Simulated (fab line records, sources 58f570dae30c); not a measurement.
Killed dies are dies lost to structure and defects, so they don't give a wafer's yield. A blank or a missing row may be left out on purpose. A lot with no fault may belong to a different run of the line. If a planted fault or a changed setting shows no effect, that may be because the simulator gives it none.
Which tool did it? :: flow berkeleyCmos170 :: 7 lots with 21 wafers sampled at 3 steps, on a route of 331 steps

WHAT THE GAUGES READ, wafer by wafer
UCB170_ACTIVE_THK_MEAS_06.
lot: L421
measured: day 5 15:04
on: filmMetro-03
ACTIVE_NITRIDE_THK (nm): 221.2 220.2 217.1

lot: L424
measured: day 5 15:05
on: filmMetro-01
ACTIVE_NITRIDE_THK (nm): 219.7 218.7 221.5

lot: L426
measured: day 6 00:02
on: filmMetro-02
ACTIVE_NITRIDE_THK (nm): 220.9 220.8 221.3

lot: L431
measured: day 7 08:29
on: filmMetro-02
ACTIVE_NITRIDE_THK (nm): 219.0 219.6 218.2

lot: L434
measured: day 7 08:28
on: filmMetro-01
ACTIVE_NITRIDE_THK (nm): 216.9 218.8 215.3

lot: L437
measured: day 8 06:23
on: filmMetro-03
ACTIVE_NITRIDE_THK (nm): 219.5 219.9 219.0

lot: L439
measured: day 8 14:40
on: filmMetro-02
ACTIVE_NITRIDE_THK (nm): 217.6 219.5 215.3

WHICH TOOL RAN EACH LOT (tool, then ch and the chambers of the sampled wafers, then the start)
lot: L421
UCB170_START_CLEAN_01: wetBench-02 ch 0, day 2 11:31
UCB170_PWELL_STRIP_16: plasmaAsher-03 ch 0,1, day 4 09:07

lot: L424
UCB170_START_CLEAN_01: wetBench-02 ch 3, day 3 02:07
UCB170_PWELL_STRIP_16: plasmaAsher-01 ch 0,1, day 4 12:28

lot: L426
UCB170_START_CLEAN_01: wetBench-03 ch 2, day 3 12:07
UCB170_PWELL_STRIP_16: plasmaAsher-02 ch 0,1, day 5 03:31

lot: L431
UCB170_START_CLEAN_01: wetBench-03 ch 1, day 4 16:46
UCB170_PWELL_STRIP_16: plasmaAsher-01 ch 0,1, day 6 06:31

lot: L434
UCB170_START_CLEAN_01: wetBench-03 ch 0, day 5 04:10
UCB170_PWELL_STRIP_16: plasmaAsher-03 ch 0,1, day 6 11:35

lot: L437
UCB170_START_CLEAN_01: wetBench-03 ch 2, day 5 19:14
UCB170_PWELL_STRIP_16: plasmaAsher-01 ch 0,1, day 7 04:46

lot: L439
UCB170_START_CLEAN_01: wetBench-02 ch 2, day 6 05:28
UCB170_PWELL_STRIP_16: plasmaAsher-02 ch 0,1, day 7 16:05
- UCB170_START_CLEAN_01: cleans in dHF, time 60 s.
- UCB170_PWELL_STRIP_16: strips in O2.

THE ANSWER, worked out from the rows above alone
Rule: what is usual is taken from the lots themselves. The widest of any qualifying gaps counts: lots, ordered by their means at a reading, are off when they make up no more than a third of the lots, leave a main group of 4 or more, and stand apart from it by 3 or more times the standard deviation of that group's means. A main group whose means are all the same, to the digits that the tables above print for the reading, isn't used. Also off: a lot with no number at a reading for which 4 or more lots have one. All remaining lots with rows at the step are treated as sound.
None of the lots is off at any reading shown; this tells nothing.

WHAT THE SIMULATOR HAD INSERTED
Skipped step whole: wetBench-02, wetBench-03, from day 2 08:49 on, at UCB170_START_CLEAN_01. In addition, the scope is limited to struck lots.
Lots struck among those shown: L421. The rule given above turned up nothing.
